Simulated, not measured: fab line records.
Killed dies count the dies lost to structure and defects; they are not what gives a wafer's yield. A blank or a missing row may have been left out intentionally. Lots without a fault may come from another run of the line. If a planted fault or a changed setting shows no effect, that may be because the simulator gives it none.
What tool caused it? -- flow berkeleyCmos170 -- 45 wafers from 15 lots sampled at 2 of the route's 331 steps

WHAT THE GAUGES READ, wafer by wafer
The record lacks any reading of a measuring or inspecting step that a usual standard deviation could be used to judge.

WHICH TOOL RAN EACH LOT (tool, then ch and the chambers of the sampled wafers, then the start)
lot,UCB170_PWELL_COAT_08,UCB170_PWELL_STRIP_16
L846,"lithoTrack-04 ch 0, day 2 20:26","plasmaAsher-02 ch 0,1, day 2 22:10"
L848,"lithoTrack-02 ch 0, day 3 09:07","plasmaAsher-04 ch 0,1, day 3 10:05"
L849,"lithoTrack-04 ch 0, day 3 17:39","plasmaAsher-04 ch 0,1, day 3 18:47"
L851,"lithoTrack-03 ch 0, day 3 21:57","plasmaAsher-04 ch 0, day 3 23:19"
L852,"lithoTrack-04 ch 0, day 4 03:08","plasmaAsher-02 ch 0,1, day 4 04:14"
L853,"lithoTrack-03 ch 0, day 4 10:36","plasmaAsher-02 ch 0,1, day 4 11:55"
L854,"lithoTrack-03 ch 0, day 4 16:29","plasmaAsher-01 ch 1, day 4 17:35"
L856,"lithoTrack-02 ch 0, day 4 21:10","plasmaAsher-01 ch 0,1, day 4 22:20"
L859,"lithoTrack-03 ch 0, day 5 10:24","plasmaAsher-02 ch 0,1, day 5 11:28"
L860,"lithoTrack-03 ch 0, day 5 19:55","plasmaAsher-01 ch 0,1, day 5 20:52"
L861,"lithoTrack-04 ch 0, day 6 04:49","plasmaAsher-02 ch 0,1, day 6 05:46"
L864,"lithoTrack-04 ch 0, day 6 11:39","plasmaAsher-02 ch 0,1, day 6 13:33"
L865,"lithoTrack-04 ch 0, day 6 20:27","plasmaAsher-02 ch 0,1, day 6 23:40"
L867,"lithoTrack-02 ch 0, day 7 09:28","plasmaAsher-02 ch 0,1, day 7 11:02"
L868,"lithoTrack-04 ch 0, day 7 09:50","plasmaAsher-04 ch 0,1, day 7 11:19"
- UCB170_PWELL_COAT_08: resist thk 900 nm.
- UCB170_PWELL_STRIP_16: strips in O2.

AS READ BY THE TOOLS THEMSELVES (means over the sampled wafers that have a number; for cases with no such wafer, the mark the record gives instead)
UCB170_PWELL_COAT_08. Usual: resistLineTempC 23.03 C, standard deviation 0.095; spinSpeedRpm 1499.8 rpm, standard deviation 1.
lot,tool,resistLineTempC (C),spinSpeedRpm (rpm),flag
L846,lithoTrack-04,23.06,1498.5,
L848,lithoTrack-02,23.10,1500.0,
L849,lithoTrack-04,23.01,1499.8,
L851,lithoTrack-03,22.98,1498.7,
L852,lithoTrack-04,23.09,1498.7,
L853,lithoTrack-03,22.98,1500.8,
L854,lithoTrack-03,22.97,1499.8,
L856,lithoTrack-02,23.00,1499.7,
L859,lithoTrack-03,23.03,1500.4,
L860,lithoTrack-03,22.89,1499.9,
L861,lithoTrack-04,23.05,1499.4,
L864,lithoTrack-04,23.05,1500.3,
L865,lithoTrack-04,23.01,1500.3,
L867,lithoTrack-02,22.94,1500.0,
L868,lithoTrack-04,22.92,1500.4,

UCB170_PWELL_STRIP_16. Usual: drypumpMotorCurrentA 5.9 A, standard deviation 0.41; oesProductAu 0.721 a.u., standard deviation 0.0043; stripTimeToEndpointS 18.08 s, standard deviation 0.094.
lot,tool,drypumpMotorCurrentA (A),oesProductAu (a.u.),stripTimeToEndpointS (s),flag
L846,plasmaAsher-02,5.7,0.725,18.05,
L848,plasmaAsher-04,6.4,0.721,17.99,
L849,plasmaAsher-04,6.4,0.724,18.20,
L851,plasmaAsher-04,6.6,0.721,18.15,
L852,plasmaAsher-02,5.7,0.722,18.12,
L853,plasmaAsher-02,5.7,0.719,18.01,
L854,plasmaAsher-01,6.5,0.723,20.23,OFF
L856,plasmaAsher-01,5.7,0.716,18.16,
L859,plasmaAsher-02,5.7,0.727,20.31,OFF
L860,plasmaAsher-01,5.7,0.718,20.35,OFF
L861,plasmaAsher-02,5.7,0.725,17.88,
L864,plasmaAsher-02,5.8,0.723,18.12,
L865,plasmaAsher-02,5.7,0.721,18.10,
L867,plasmaAsher-02,5.7,0.716,18.05,
L868,plasmaAsher-04,6.4,0.718,18.13,

THE ANSWER, worked out from the rows above alone
Rule: a lot counts as off when the mean over its wafers that have a number is more than 3 standard deviations away from the usual mean. A lot without any number at a reading at which 4 lots or more have one is off too. Any other lot the step has rows for is counted as sound. The gauges are gone through in route order, then the tools' own readings, and for those a lot's mean is taken as printed above. At the first step where some lot is off, the reading lying furthest off is the one used; lots without a number count as furthest.
Off at UCB170_PWELL_STRIP_16 (stripTimeToEndpointS): L854, L859, L860.
A tool fits if, at that step or a process step before it, it ran every lot that is off, and no sound lot after the first of them. One fits: UCB170_PWELL_COAT_08 on lithoTrack-03. A fault onset in the window from L853 (day 4 10:36, its last sound lot) to L854 (day 4 16:29, its first lot off) fits.

WHAT WAS PUT IN BY THE SIMULATOR
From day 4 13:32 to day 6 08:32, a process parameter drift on lithoTrack-03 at UCB170_PWELL_COAT_08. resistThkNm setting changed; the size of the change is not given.
Shown lots that were struck: L854, L859, L860. This agrees with what the rule above found.
